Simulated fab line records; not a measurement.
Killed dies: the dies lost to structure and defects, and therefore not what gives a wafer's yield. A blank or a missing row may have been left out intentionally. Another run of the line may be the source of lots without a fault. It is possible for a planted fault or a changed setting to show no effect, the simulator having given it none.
The tool behind it: which one? / flow berkeleyCmos170 / 7 lots with 21 wafers sampled at 3 steps, on a route of 331 steps

## WHAT EACH GAUGE READ, for each wafer
UCB170_M2_CD_MEAS_90 targets a cd of 700 nm.
lot=L725; measured=day 7 22:17; on=cdSem-01; cdNm (nm)=702.9 695.6 699.2
lot=L724; measured=day 7 22:41; on=cdSem-01; cdNm (nm)=701.8 699.0 702.3
lot=L726; measured=day 8 11:21; on=cdSem-01; cdNm (nm)=699.5 702.0 700.5
lot=L729; measured=day 9 15:34; on=cdSem-01; cdNm (nm)=696.8 698.8 699.3
lot=L737; measured=day 10 22:15; on=cdSem-01; cdNm (nm)=699.2 700.4 698.9
lot=L739; measured=day 11 07:25; on=cdSem-01; cdNm (nm)=686.4 686.0 683.7 686.3 686.0 683.7
lot=L743; measured=day 12 11:01; on=cdSem-01; cdNm (nm)=702.2 698.5 699.2

## WHAT TOOL EACH LOT RAN ON (gives the tool, then ch and the chambers of the sampled wafers, and finally the start)
lot=L725; UCB170_M2_METAL_ETCH_18=rieMetal-01 ch 0,1, day 7 21:58; UCB170_M2_STRIP_19=plasmaAsher-04 ch 0,1, day 7 22:10
lot=L724; UCB170_M2_METAL_ETCH_18=rieMetal-03 ch 1, day 7 22:22; UCB170_M2_STRIP_19=plasmaAsher-04 ch 0,1, day 7 22:34
lot=L726; UCB170_M2_METAL_ETCH_18=rieMetal-04 ch 0,1, day 8 11:02; UCB170_M2_STRIP_19=plasmaAsher-03 ch 1, day 8 11:14
lot=L729; UCB170_M2_METAL_ETCH_18=rieMetal-01 ch 0,1, day 9 15:17; UCB170_M2_STRIP_19=plasmaAsher-02 ch 0,1, day 9 15:27
lot=L737; UCB170_M2_METAL_ETCH_18=rieMetal-01 ch 0,1, day 10 21:56; UCB170_M2_STRIP_19=plasmaAsher-03 ch 0,1, day 10 22:08
lot=L739; UCB170_M2_METAL_ETCH_18=rieMetal-01 ch 0,1, day 11 07:06; UCB170_M2_STRIP_19=plasmaAsher-02 ch 0,1, day 11 07:17
lot=L743; UCB170_M2_METAL_ETCH_18=rieMetal-04 ch 0, day 12 10:33; UCB170_M2_STRIP_19=plasmaAsher-03 ch 0,1, day 12 10:55
- UCB170_M2_METAL_ETCH_18: etches Al in Cl2/BCl3, stops on SiO2, target depth 1170 nm, time 195 s.
- UCB170_M2_STRIP_19: strips in O2.

## THE ANSWER, worked out from the rows above alone
Rule: usual is defined by the lots themselves. Put in order of their means at a reading, lots are off if they are a third of the lots or fewer, leave a main group of 4 or more, and stand apart from it by a gap of 3 or more times the standard deviation of the main group's means; of several such gaps the widest counts. A main group whose means are all the same, to the digits that the tables above print for the reading, isn't used. A lot without any number at a reading at which 4 lots or more have one is off too. Any other lot the step has rows for is counted as sound.
Off: L739, at UCB170_M2_CD_MEAS_90 (cdNm). For the main group the mean is 699.8 nm and the standard deviation 0.91.
If a tool, at a process step before that reading, ran all the lots that are off and no sound lot after the first of them, it fits. Those tools and the gauges at UCB170_M2_CD_MEAS_90 are tried in the same way. Can't be told from this: 2 tools fit, rieMetal-01 at UCB170_M2_METAL_ETCH_18, plasmaAsher-02 at UCB170_M2_STRIP_19.

## WHAT THE SIMULATOR HAD PUT IN
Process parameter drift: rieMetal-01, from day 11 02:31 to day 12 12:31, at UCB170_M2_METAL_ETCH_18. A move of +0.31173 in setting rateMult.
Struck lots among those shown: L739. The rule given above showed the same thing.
